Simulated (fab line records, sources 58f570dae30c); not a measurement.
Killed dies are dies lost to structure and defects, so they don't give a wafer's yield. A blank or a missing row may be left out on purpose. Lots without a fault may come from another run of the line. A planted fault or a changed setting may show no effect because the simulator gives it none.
Split-lot experiment | flow berkeley_cmos170 | 5 lots, 23 wafers read, on a route of 331 steps

THE SPLIT
At UCB170_NLDD_EXPOSE_03 (exposes mask NSELECT, target cd 1200 nm), the setting dose_mj was moved away from the recipe's 30 on 5 of the 23 wafers read, by -4.8% to +7.3%. The other wafers ran this setting at the recipe's value.

FROM THE SPLIT TO THE READING: what the file shows between them, 2 steps
- UCB170_NLDD_PEB_04
- UCB170_NLDD_DEVELOP_05: develop time 45 s

THE READING
cd_nm, in nm, at UCB170_NLDD_CD_MEAS_06 (target cd 1200 nm). Fault-free wafers of this fab line usually give 1200.0 nm, standard deviation 1 nm.

wafer  | tool, chamber at the split | dose_mj as run | against the recipe | cd_nm, nm | against lot-mates on the recipe
L074.1 | krf_scanner-02, 0          | 30             | recipe             | 1200.2    | -
L074.2 | krf_scanner-02, 0          | 30             | recipe             | 1201.1    | -
L074.3 | krf_scanner-02, 0          | 30             | recipe             | 1200.0    | -
L074.4 | krf_scanner-02, 0          | 30             | recipe             | 1200.1    | -
L074.6 | krf_scanner-02, 0          | 30             | recipe             | 1199.9    | -
L076.1 | krf_scanner-01, 0          | 30             | recipe             | 1200.5    | -
L076.3 | krf_scanner-01, 0          | 30             | recipe             | 1200.4    | -
L076.4 | krf_scanner-01, 0          | 30             | recipe             | 1200.6    | -
L076.5 | krf_scanner-01, 0          | 30             | recipe             | 1200.7    | -
L076.6 | krf_scanner-01, 0          | 30             | recipe             | 1200.2    | -
L082.1 | krf_scanner-02, 0          | 30             | recipe             | 1199.3    | -
L082.3 | krf_scanner-02, 0          | 30             | recipe             | 1199.7    | -
L082.4 | krf_scanner-02, 0          | 30             | recipe             | 1199.4    | -
L084.1 | krf_scanner-02, 0          | 30             | recipe             | 1200.0    | -
L084.2 | krf_scanner-02, 0          | 28.56          | -4.8%              | 1192.5    | -7.5
L084.3 | krf_scanner-02, 0          | 28.56          | -4.8%              | 1193.6    | -6.4
L084.4 | krf_scanner-02, 0          | 28.56          | -4.8%              | 1191.0    | -9.0
L084.5 | krf_scanner-02, 0          | 30             | recipe             | 1199.9    | -
L083.1 | krf_scanner-01, 0          | 32.19          | +7.3%              | 1211.4    | +12.2
L083.2 | krf_scanner-01, 0          | 32.19          | +7.3%              | 1211.0    | +11.8
L083.4 | krf_scanner-01, 0          | 30             | recipe             | 1199.3    | -
L083.5 | krf_scanner-01, 0          | 30             | recipe             | 1199.2    | -
L083.6 | krf_scanner-01, 0          | 30             | recipe             | 1199.2    | -

THE FIT
A straight line over all 23 wafers: cd_nm changes by +1.56 nm for each +1% of dose_mj; r = +0.99; the points scatter about the line by 0.65 nm.
The same after taking each lot's own level away (the mean of its wafers on the recipe; 23 wafers): +1.62 nm for each +1%; r = +0.99; scatter 0.48 nm.
On that fit, the largest move of dose_mj shifts the reading by 12 nm.
The lots' own levels span 1199.23 to 1200.48 nm, that is 1.2 times the standard deviation above.
So the lot-to-lot level changes the slope little: the two slopes agree.
Check: with one of the wafers moved furthest among these (+7.3%) left out of the fit, the line predicts +11.7 nm for it against its lot-mates. It came out at +12.2 nm against them.

THE FILE'S OWN FIT
cd_nm changes by +1.62 nm for each +1% of dose_mj, r = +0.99.
